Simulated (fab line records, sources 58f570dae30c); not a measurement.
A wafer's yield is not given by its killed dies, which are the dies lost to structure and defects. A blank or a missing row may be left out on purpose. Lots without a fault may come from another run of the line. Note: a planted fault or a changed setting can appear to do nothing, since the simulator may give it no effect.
2 desks, one fault -- flow berkeley-cmos170 -- each desk holds nothing but its own numbers, with what lay behind them at the end

AT THE METROLOGY DESK
What the gauges read for every lot (on any tool): the sampled wafers with a number, averaged. Any lot whose mean is over 4 standard deviations away from the usual mean is out of limits and marked OUT; that distance is given in the brackets.
Columns: A = SILICIDE_TI_THK at UCB170_SILICIDE_THK_MEAS_03, usual 30.5 nm; B = CONTACT_OVL at UCB170_CONTACT_OVL_MEAS_16, usual 0 nm; C = cd-nm at UCB170_V2_CD_MEAS_90, usual 699.8 nm
lot,first seen here,A,B,C
L678,day 7 10:19,30.1,5,699.4
L675,day 7 12:00,30.7,-10,700.8
L677,day 7 12:10,30.7,-3,699.7
L676,day 7 12:23,30.3,4,699.1
L679,day 7 16:41,30.6,-6,700.8
L680,day 7 16:49,30.2,1,700.6
L682,day 8 11:52,30.2,5,699.8
L681,day 8 12:20,30.4,7,699.4
L683,day 8 17:29,30.5,-3,699.9
L684,day 8 17:51,30.9,-6,701.5
L689,day 10 07:17,29.6,1,698.6
L694,day 11 09:05,30.8,-4,698.0
L697,day 11 19:29,30.1,6,701.5
L698,day 11 19:49,30.7,-3,699.5
This desk found nothing out of limits on any of the 14 lots.

TOOL OWNER'S DESK, litho-track-01
The tool's own readings at UCB170_V2_COAT_07 (resist thk 900 nm): means of the sampled wafers that have a number, for each lot that ran on this tool. Any lot whose mean is over 4 standard deviations away from the usual mean is out of limits and marked OUT; that distance is given in the brackets.
Columns: A = dispense-pressure-kPa at UCB170_V2_COAT_07, usual 51.0 kPa
lot,first seen here,A
L679,day 8 12:32,46.1
L681,day 9 06:47,46.1
L689,day 11 07:14,46.0
L694,day 12 06:41,46.0
This desk found nothing out of limits on any of the 4 lots.

PUT TOGETHER
Nothing out of limits was seen by the metrology desk.
Nothing out of limits was seen by the tool owner's desk.

WHAT THE SIMULATOR HAD PUT IN
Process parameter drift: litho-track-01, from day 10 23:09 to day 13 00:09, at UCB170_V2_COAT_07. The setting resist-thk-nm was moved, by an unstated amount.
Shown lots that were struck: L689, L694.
